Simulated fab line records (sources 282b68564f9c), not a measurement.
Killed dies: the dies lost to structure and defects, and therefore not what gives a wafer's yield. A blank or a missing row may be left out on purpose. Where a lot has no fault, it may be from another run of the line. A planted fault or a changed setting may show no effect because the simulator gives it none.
Code-filled problem report in 8D (eight disciplines) form / flow rit cmos / the parts of the form that need people (team, actions taken, sign-off) are left out

== 1. THE PROBLEM ==
RIT_M1_CD_MEAS_90, cd nm: mean 2587.9 nm on 3 wafers (1 lot); fault-free wafers 2599.9 nm, standard deviation 2.7. That is -4.5 standard deviations from the usual mean.
The step: target cd 2600 nm.
The first sign was on wafer L879.1 at day 5 21:09, on cd sem-01. At this step, 39 wafers from 13 lots have a number in the record. By rule, "out" or "out of limits" means more than 4 standard deviations away from the usual mean. Any other wafer with a number is counted as sound.

== 2. WHAT IT IS, WHAT IT ISN'T ==
question=which readings at this step | is=cd nm | is not=-
question=which lots | is=L879 | is not=L867, L868, L869, L871, L872, L874, L881, L883, L884, L887, L889, L890
question=which wafers of those lots | is=all that have a number | is not=-
question=read on which gauges | is=cd sem-01 | is not=cd sem-02
question=when | is=from day 5 21:09 | is not=up to then (18 sound wafers); but 18 sound wafers of L881, L883, L884, L887, L889, L890 came after

== 3. THE SUSPECTS, EACH WITH WHAT RULES IT OUT ==
Counting: a tool stays on the suspect list if, at a process step up to the reading, it processed all lots that are out and no sound lot following the first of them.
- the gauge at RIT_M1_CD_MEAS_90: kept. All the wafers that are out were read on cd sem-01, and no step on other tools shows them out.
- plasma asher-02 at RIT_PWELL_STRIP_09 (strips in O2, time 180 s): ruled out as a lasting fault. The sound lots L881 went through it after L879, its earliest lot that is out (day 4 10:37).
- plasma asher-04 at RIT_PLDD_STRIP_09 (strips in O2, time 180 s): ruled out as a lasting fault. The sound lots L883 went through it after L879, its earliest lot that is out (day 5 09:16).
- rie metal-03 at RIT_M1_METAL_ETCH_12 (etches Al in Cl2/BCl3, stops on SiO2, time 165 s, target depth 600 nm): kept. It ran the lot that is out, L879 (day 5 20:37), and no sound lot after that; its last sound lot up to then is L867 (day 3 06:53).
After counting, rie metal-03 at RIT_M1_METAL_ETCH_12 and cd sem-01 at RIT_M1_CD_MEAS_90 remain.

== 4. THE CAUSE (what the simulator had put in) ==
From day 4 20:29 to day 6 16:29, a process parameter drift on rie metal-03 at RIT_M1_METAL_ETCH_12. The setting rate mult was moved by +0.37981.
Counting leaves 2 suspects; this tool is one of them.

== 5. THE EFFECT CHAIN, in route order ==
Rows list readings where the struck wafers' mean (over those with a number) sits beyond 3 standard deviations from the usual. Only readings whose record carries a usual standard deviation are examined. hours: median over the lots of the time between each lot's start at the first step of this table that gives one and its start at this step. sigmas: the change, counted in usual standard deviations.
hours=0; step=RIT_M1_CD_MEAS_90; reading=cd nm; usual=2599.9 nm; on struck wafers=2587.9; change=-12.0; sigmas=-4.5

== 6. HOW IT WOULD HAVE BEEN CAUGHT EARLIER ==
25 hours passed between the start of the fault at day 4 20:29 and the first reading out of limits at a measuring or inspecting step in this record, taken at day 5 21:09.
An alarm limit of 4 standard deviations would not have fired on the tool readings at RIT_M1_METAL_ETCH_12 for which the record gives a usual standard deviation, since none of them was out on any struck wafer.
All the lots that are out (1) had begun RIT_M1_METAL_ETCH_12 on rie metal-03 by day 5 21:09. Had the tool been put on hold then, not one of them would have been saved.
